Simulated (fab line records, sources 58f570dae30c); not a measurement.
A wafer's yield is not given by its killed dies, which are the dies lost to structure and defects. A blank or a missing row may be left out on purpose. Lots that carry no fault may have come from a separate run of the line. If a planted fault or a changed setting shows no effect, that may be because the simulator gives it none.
A struck lot beside a sound one	flow berkeley-cmos170	23 steps out of a route of 331
Sound: these wafers, L623.1, L623.3, L623.4. Wafers struck: L629.1, L629.3, L629.5. The cause is given at the end.
Each step with rows lists, per side, the tool, then ch with its chambers, then its first start. Under that, the readings that differ: sound wafers	struck wafers	difference of the means	sigmas: that difference in standard deviations of wafers without a fault.
alike: same words and numbers on both sides, and readings whose means sit less than 2 such deviations apart. not compared: any withheld reading, any reading some wafer has no value for, any bound like >300 that may hide the same value, and any number with overlapping values for which the record gives no deviation.
Wherever a step has rows on one side only, a row that says differs or no value, or a row with sigmas, the two part there. When numbers do not overlap yet have no deviation, they are printed without sigmas and do not part them. A reading missing from all wafers of one side parts the sides only when that side holds two or more wafers.

UCB170_NWELL_ETCH_13: etches Si3N4 in CH3F/Ar/O2, stops on SiO2, target depth 246.4 nm, time 154 s.
  sound on rie-diel-02 ch 0,2,3, day 3 19:56; struck on rie-diel-02 ch 0,2, day 4 18:43
  alike: drypump-motor-current-A, oes-product-au, throttle-valve-pct
  not compared: rf-hours-counter-h
after that, 1 step had no rows for these wafers: UCB170_NWELL_IMPLANT_14.
UCB170_NWELL_STRIP_15: strips in O2.
  sound on plasma-asher-02 ch 0,1, day 3 20:11; struck on plasma-asher-02 ch 0,1, day 4 18:58
  alike: drypump-motor-current-A, oes-product-au, strip-time-to-endpoint-s
  not compared: rf-hours-counter-h
UCB170_NWELL_TW_MEAS_16:
  struck on film-metro-03, day 4 19:04; sound on film-metro-03, day 3 20:17
  alike: NWELL_TW
then, 6 steps without rows for these wafers: UCB170_NWELL_CLEAN_17 (cleans in SPM, time 600 s); UCB170_NWELL_WET_ETCH_18 (etches Si3N4 in H3PO4, time 14400 s); UCB170_NWELL_WET_ETCH_19 (etches SiO2 in BOE, time 22 s); UCB170_PWELL_CLEAN_00 (cleans in SPM, time 600 s); UCB170_PWELL_CLEAN_01 (cleans in dHF, time 60 s); UCB170_PWELL_OXIDATION_02 (target thk 26.4 nm, ox time 1260 s).
UCB170_PWELL_THK_MEAS_03:
  struck on film-metro-01, day 5 03:40; sound on film-metro-04, day 4 06:27
  alike: PWELL_OXIDE_THK
then, 1 step without rows for these wafers: UCB170_PWELL_ANNEAL_04 (time 900 s).
UCB170_PWELL_CVD_05: deposits Si3N4 from SiH2Cl2/NH3, target thk 220 nm, time 3300 s.
  sound on lpcvd-02 ch 0, day 4 10:42; struck on lpcvd-01 ch 0, day 5 08:05
reading	sound	struck	difference	sigmas
spike-tc-centre-C (C)	802.6 804.0 804.3	822.1 824.4 824.8	+20.1	+17
spike-tc-load-C (C)	822.3 824.9 821.9	841.7 840.7 841.3	+18.2	+7
spike-tc-source-C (C)	820.8 822.0 822.5	845.3 846.6 847.5	+24.7	+18
susceptor-temp-C (C)	800.3 800.0 800.1	821.8 821.7 821.4	+21.5	+58
model.Si3N4_of_PWELL_CVD_05.thk-nm (nm)	220.4 222.4 222.2	321.8 321.7 323.1	+100.5	
  alike: sih2cl2-flow-sccm
UCB170_PWELL_THK_MEAS_06:
  struck on film-metro-02, day 5 10:01; sound on film-metro-01, day 4 12:37
reading	sound	struck	difference	sigmas
PWELL_NITRIDE_THK (nm)	220.3 222.3 222.3	321.5 321.8 323.1	+100.5	+56
then, 6 steps without rows for these wafers: UCB170_PWELL_HMDS_07 (prime time 60 s); UCB170_PWELL_COAT_08 (resist thk 900 nm); UCB170_PWELL_SOFTBAKE_09 (time 60 s); UCB170_PWELL_EXPOSE_10 (exposes mask PWELL, target cd 3000 nm); UCB170_PWELL_PEB_11; UCB170_PWELL_DEVELOP_12 (develop time 45 s).
UCB170_PWELL_OVL_MEAS_13:
  struck on overlay-02, day 5 11:53; sound on overlay-02, day 4 13:31
  alike: PWELL_OVL
UCB170_PWELL_ETCH_14: etches Si3N4 in CH3F/Ar/O2, stops on SiO2, target depth 242 nm, time 151 s.
  sound on rie-diel-04 ch 0,1, day 4 13:33; struck on rie-diel-02 ch 0,1,2, day 5 11:55
reading	sound	struck	difference	sigmas
oes-product-au (a.u.)	0.935 0.945 0.945	0.998 0.979 1.005	+0.052	+6
model.etch.depth-nm (nm)	220.4 222.4 222.2	241.5 240.6 243.5	+20.2	
  alike: drypump-motor-current-A, throttle-valve-pct
  not compared: rf-hours-counter-h
after that, 1 step had no rows for these wafers: UCB170_PWELL_IMPLANT_15.

== WHERE THEY PART ==
First at UCB170_PWELL_CVD_05; last, within this record, at UCB170_PWELL_ETCH_14.

WHY: the cause the simulator had injected
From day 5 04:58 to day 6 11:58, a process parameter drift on lpcvd-01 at UCB170_PWELL_CVD_05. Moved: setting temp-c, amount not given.
